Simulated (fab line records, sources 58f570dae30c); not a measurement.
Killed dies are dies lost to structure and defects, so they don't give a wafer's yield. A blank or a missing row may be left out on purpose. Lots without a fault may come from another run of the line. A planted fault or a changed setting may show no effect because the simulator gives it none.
One fault seen from 2 desks | flow berkeley_cmos170 | each desk has only its own numbers; what lay behind them comes last

THE TOOL OWNER'S DESK: pecvd-03
The tool's own readings at UCB170_SPACER_CVD_00 (deposits SiO2 from TEOS/O2, target thk 376 nm, time 47 s): means of the sampled wafers that have a number, for each lot that ran on this tool. A lot is out of limits, marked OUT, if its mean lies more than 4 standard deviations from the usual mean; the brackets give that distance.
Columns: A = heater_power_w at UCB170_SPACER_CVD_00, usual 247 W
lot  | first seen here | A
L564 | day 8 03:37     | 306
L566 | day 8 04:08     | 284
L571 | day 9 02:25     | 301
L570 | day 9 03:17     | 288
L576 | day 9 17:09     | 195
L578 | day 10 02:49    | 225
This desk's finding: nothing out of limits on any of the 6 lots.

THE METROLOGY DESK
What the gauges read, lot by lot, whatever tool the lot ran on: means of the sampled wafers that have a number. A lot is out of limits, marked OUT, if its mean lies more than 4 standard deviations from the usual mean; the brackets give that distance.
Columns: A = SPACER_TEOS_THK at UCB170_SPACER_THK_MEAS_01, usual 378 nm
lot  | first seen here | A
L563 | day 7 06:28     | 383
L567 | day 8 03:07     | 381
L564 | day 8 03:40     | 371
L565 | day 8 03:57     | 376
L566 | day 8 04:10     | 373
L568 | day 8 06:16     | 385
L571 | day 9 02:28     | 371
L570 | day 9 03:20     | 369
L573 | day 9 16:46     | 381
L576 | day 9 17:13     | 295 (-13) OUT
L575 | day 9 18:24     | 374
L578 | day 10 02:52    | 294 (-13) OUT
L583 | day 11 08:20    | 380
L585 | day 11 08:44    | 388
This desk's finding: out of limits on L576, L578; first on L576, day 9 17:13 (SPACER_TEOS_THK at UCB170_SPACER_THK_MEAS_01). In limits: L563, L567, L564, L565, L566, L568, L571, L570, L573, L575, L583, L585.

PUT TOGETHER
The metrology desk could have raised an alarm at day 9 17:13, on L576, L578.
The tool owner's desk saw nothing out of limits.
The tool owner's desk has L576, L578 on record, within its limits.
Of the lots named, all ran UCB170_SPACER_CVD_00 on pecvd-03.

WHAT THE SIMULATOR HAD PUT IN
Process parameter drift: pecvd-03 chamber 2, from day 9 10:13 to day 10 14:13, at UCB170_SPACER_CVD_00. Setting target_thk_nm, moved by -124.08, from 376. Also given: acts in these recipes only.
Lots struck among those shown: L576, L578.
Hours from the fault's start to each desk's first reading out of limits: the metrology desk, 7.
